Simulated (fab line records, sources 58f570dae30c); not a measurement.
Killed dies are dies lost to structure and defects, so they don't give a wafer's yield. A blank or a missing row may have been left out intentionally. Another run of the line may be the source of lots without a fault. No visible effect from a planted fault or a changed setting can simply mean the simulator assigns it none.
fab line records | flow berkeley-cmos170
record: lots: 5 | wafers: 23
route steps=331 shown V2@306
start-h: the number of hours between the record's first day and the start of the first shown wafer of the lot | wait-h: time in hours since the lot's previous step | " as in the row above | L1.1+2: a row that stands for several wafers | - either no value or no given start | * or withheld: withheld | < > ~ a bound
route shown NAME@n: a module of which the file shows steps, and the number in the route of the first | usual: the fault-free wafers' mean and standard deviation | same: alike in all rows | chamber/n: place in a boat | sites: the reading at each site | _std_site: how widely they spread, as a standard deviation | _edge_site: the outer-site mean with the inner-site mean subtracted | radius-mm: for every site, how far away it sits from the centre of the wafer | mask NAME#n: copy n | behind: the tool/chamber that last shaped the wafer | hold: the reason the lot was held/the length of the hold in hours/how it ended | device: the n, p or np transistor that did not switch | end of line: at the end of the route, the tests of the same wafers | a step given without rows: its recipe and nothing more | killed: dies lost to structure and defects at the first sort, not the wafer's yield | map: shows each die of a wafer: x if killed, . if not, _ if none is there
set.NAME: the run value of the setting; set.NAME@STEP: its run value at that earlier step | model.NAME: the simulator's own value behind a step, which no gauge read
lots run with intentionally changed settings; tables by step, rows by wafer
== steps ==
step: UCB170_V2_ETCH_14
recipe: chemistry: CHF3/CF4/Ar | target: SiO2 | stop-on: Al | CHF3_flow_sccm: 45 | cf4-flow-sccm: 15 | Ar_flow_sccm: 150 | pressure-mtorr: 200 | rf-w: 700 | target-depth-a: 12500 | over-etch-frac: 0.25 | time-s: 291
lot.wafer | tool        | chamber | start-h | wait-h | set.time-s | set.power-w@M2_SPUTTER_01 | set.resist-thk-nm@V2_COAT_07 | model.Al_of_M2_SPUTTER_01.thk-nm | model.KrF_of_V2_COAT_07.thk-nm
L077.1    | rie-diel-02 | 1       | 196.73  | 0.0    | 256.3      | 6000                      | 943.6                        | 888.2                            | 695.8
L077.2    | "           | 2       | "       | "      | 291        | 6403                      | 900                          | 944.3                            | 614.4
L077.3    | "           | 0       | "       | "      | 256.3      | 6000                      | 900                          | 888.5                            | 647.7
L077.5    | "           | 2       | "       | "      | 291        | 6403                      | 943.6                        | 948.4                            | 660.3
L077.6    | "           | 3       | "       | "      | 256.3      | 6403                      | 900                          | 943.8                            | 646.5
L078.1    | rie-diel-04 | 1       | 215.10  | 0.0    | 291        | 6000                      | 900                          | 888.3                            | 612.1
L078.4    | "           | 0       | "       | "      | 291        | 6000                      | 900                          | 900.2                            | 617
L078.5    | "           | 2       | "       | "      | 291        | 6000                      | 900                          | 904.7                            | 606.1
L082.1    | rie-diel-04 | 0       | 227.63  | 0.0    | 312.5      | 6000                      | 882.5                        | 901.2                            | 572.4
L082.2    | "           | 1       | "       | "      | 291        | 6000                      | 900                          | 910.5                            | 609.6
L082.3    | "           | 2       | "       | "      | 291        | 6000                      | 882.5                        | 914.3                            | 585.5
L082.5    | "           | 2       | "       | "      | 291        | 6000                      | 900                          | 918.4                            | 602
L082.6    | "           | 1       | "       | "      | 312.5      | 6000                      | 900                          | 898.8                            | 588.5
L081.1    | rie-diel-02 | 0       | 230.89  | 0.0    | 321.5      | 6196                      | 923.4                        | 938.5                            | 601.5
L081.2    | "           | 3       | "       | "      | 321.5      | 6196                      | 900                          | 919.3                            | 580.1
L081.3    | "           | 2       | "       | "      | 291        | 6000                      | 923.4                        | 908.6                            | 631.4
L081.4    | "           | 1       | "       | "      | 291        | 6196                      | 923.4                        | 934.9                            | 634.3
L081.6    | "           | 0       | "       | "      | 291        | 6000                      | 900                          | 889.9                            | 607.2
L085.1    | rie-diel-02 | 2       | 243.50  | 0.0    | 291        | 6000                      | 872.5                        | 909.3                            | 579.1
L085.2    | "           | 3       | "       | "      | 291        | 6000                      | 900                          | 899.7                            | 607.7
L085.3    | "           | 0       | "       | "      | 291        | 5476                      | 900                          | 831                              | 605.7
L085.4    | "           | 1       | "       | "      | 291        | 5476                      | 872.5                        | 834.9                            | 584.3
L085.5    | "           | 2       | "       | "      | 291        | 5476                      | 900                          | 831.5                            | 609.5
step: UCB170_V2_STRIP_15
recipe: chemistry: O2 | power-w: 400 | pressure-mtorr: 3500 | platen-temp-c: withheld | o2-flow-sccm: 400 | overash-fraction: 0.5
usual: strip-time-to-endpoint-s: 15.32/0.11
lot.wafer | tool            | chamber | start-h | wait-h | set.resist-thk-nm@V2_COAT_07 | set.time-s@V2_ETCH_14 | strip-time-to-endpoint-s
L077.1    | plasma-asher-01 | 1       | 196.91  | 0.1    | 943.6                        | 256.3                 | 17.29
L077.2    | "               | 0       | "       | "      | 900                          | 291                   | 15.41
L077.3    | "               | 1       | "       | "      | 900                          | 256.3                 | 16.13
L077.5    | "               | 1       | "       | "      | 943.6                        | 291                   | 16.42
L077.6    | "               | 0       | "       | "      | 900                          | 256.3                 | 16.10
L078.1    | plasma-asher-02 | 1       | 215.28  | 0.1    | 900                          | 291                   | 15.37
L078.4    | "               | 0       | "       | "      | 900                          | 291                   | 15.48
L078.5    | "               | 0       | "       | "      | 900                          | 291                   | 15.23
L082.1    | plasma-asher-02 | 0       | 227.80  | 0.1    | 882.5                        | 312.5                 | 14.41
L082.2    | "               | 1       | "       | "      | 900                          | 291                   | 15.29
L082.3    | "               | 0       | "       | "      | 882.5                        | 291                   | 14.73
L082.5    | "               | 0       | "       | "      | 900                          | 291                   | 15.14
L082.6    | "               | 1       | "       | "      | 900                          | 312.5                 | 14.79
L081.1    | plasma-asher-01 | 0       | 231.07  | 0.1    | 923.4                        | 321.5                 | 15.10
L081.2    | "               | 1       | "       | "      | 900                          | 321.5                 | 14.60
L081.3    | "               | 1       | "       | "      | 923.4                        | 291                   | 15.82
L081.4    | "               | 0       | "       | "      | 923.4                        | 291                   | 15.89
L081.6    | "               | 0       | "       | "      | 900                          | 291                   | 15.24
L085.1    | plasma-asher-02 | 1       | 243.68  | 0.1    | 872.5                        | 291                   | 14.59
L085.2    | "               | 0       | "       | "      | 900                          | 291                   | 15.26
L085.3    | "               | 1       | "       | "      | 900                          | 291                   | 15.22
L085.4    | "               | 0       | "       | "      | 872.5                        | 291                   | 14.70
L085.5    | "               | 1       | "       | "      | 900                          | 291                   | 15.30
== key ==
split: step: UCB170_V2_ETCH_14 | setting: time-s | stated: 291 | by: wafer
response: step: UCB170_V2_ETCH_14 | reading: model.KrF_of_V2_COAT_07.thk-nm | slope: -2.69 | per: 1% | together-with: resist-thk-nm@V2_COAT_07 | explained: 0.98
response: step: UCB170_V2_STRIP_15 | reading: strip-time-to-endpoint-s | slope: * | per: 1% | together-with: resist-thk-nm@V2_COAT_07 | explained: 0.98
split outside-this-file step=UCB170_M2_SPUTTER_01 setting=power-w
split outside-this-file step=UCB170_V2_COAT_07 setting=resist-thk-nm
split outside-this-file: this setting was split too, and the file shows its column; the key of that split is in another file
